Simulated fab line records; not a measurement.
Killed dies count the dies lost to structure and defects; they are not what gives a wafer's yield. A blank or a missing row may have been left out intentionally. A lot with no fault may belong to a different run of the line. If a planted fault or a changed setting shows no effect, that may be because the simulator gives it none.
Code-filled problem report in 8D (eight disciplines) form :: flow rit_cmos :: the parts of the form that need people (team, actions taken, sign-off) are left out

## 1. WHAT IS WRONG
At RIT_M1_PROBE_99, killed_at_front_end averages 40.5 over 6 wafers from 2 lots, while fault-free wafers read 6.6, standard deviation 2.7. That is +13 standard deviations from the usual mean.
First observed at day 7 15:53: wafer L130.3, on prober-01. The record holds 9 wafers of 3 lots with a number at this step. By rule, "out" or "out of limits" means more than 4 standard deviations away from the usual mean. The other wafers with a number count as sound.

## 2. WHAT IT IS AND WHAT IT IS NOT
question: which readings at this step
is: killed_at_front_end, killed_dies
is not: killed_at_contacts, killed_open, killed_short

question: which lots
is: L130, L132
is not: L129

question: which wafers of those lots
is: all that have a number
is not: -

question: read on which tools
is: prober-01
is not: prober-02

question: when
is: from day 7 15:53
is not: up to then (3 sound wafers)

## 3. SUSPECTS, AND WHAT RULES EACH OUT
Counting: any tool at a process step up to the reading is kept as a suspect provided that every lot that is out went through it and no sound lot did after the first of them.
- plasma_asher-01 at RIT_PLDD_STRIP_09 (strips in O2, time 180 s): kept. It processed each lot that is out, first L130 at day 7 01:50, and no sound lot thereafter; up to then, the last sound lot it processed was L129 at day 6 11:38.
- prober-01 at RIT_M1_PROBE_99: kept. It ran every lot that is out, first L130 (day 7 15:53), and no sound lot after that. On those wafers its own readings are out: killed_at_front_end, killed_dies.
After counting, plasma_asher-01 at RIT_PLDD_STRIP_09 and prober-01 at RIT_M1_PROBE_99 remain.

## 4. THE CAUSE (what the simulator had put in)
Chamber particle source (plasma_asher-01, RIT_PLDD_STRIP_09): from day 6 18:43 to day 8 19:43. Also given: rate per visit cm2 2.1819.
This tool is one of the 2 suspects left after counting.

## 5. THE CHAIN OF EFFECTS, in route order
Each row: a reading whose mean over the struck wafers that have a number lies more than 3 standard deviations from the usual. Readings are gone through only where the record gives a usual standard deviation; hours: the median, over the lots, of the time from a lot's start at the first step in this table giving one to that lot's start at this step; sigmas: the change measured in usual standard deviations.
hours: 0
step: RIT_M1_PROBE_99
reading: killed_at_front_end
usual: 6.6
on struck wafers: 40.5
change: +33.9
sigmas: +13

hours: 0
step: RIT_M1_PROBE_99
reading: killed_dies
usual: 6.7
on struck wafers: 40.5
change: +33.8
sigmas: +13

hours: 0
step: RIT_M1_PROBE_99
reading: killed_on_rim
usual: 1.7
on struck wafers: 9.7
change: +8.0
sigmas: +5.7
The process steps in it:
- RIT_M1_PROBE_99

## 6. WHAT WOULD HAVE CAUGHT IT SOONER
In this record no reading fell out of limits until day 7 15:53, 21 hours after the fault had begun at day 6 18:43.
No tool reading at RIT_PLDD_STRIP_09 that has a usual standard deviation in the record was out on any struck wafer, so an alarm limit of 4 standard deviations on those readings would not have fired.
Lots out: 2; of these, L132 started RIT_PLDD_STRIP_09 on plasma_asher-01 after day 7 15:53. It would have been spared by a hold on the tool at that moment.
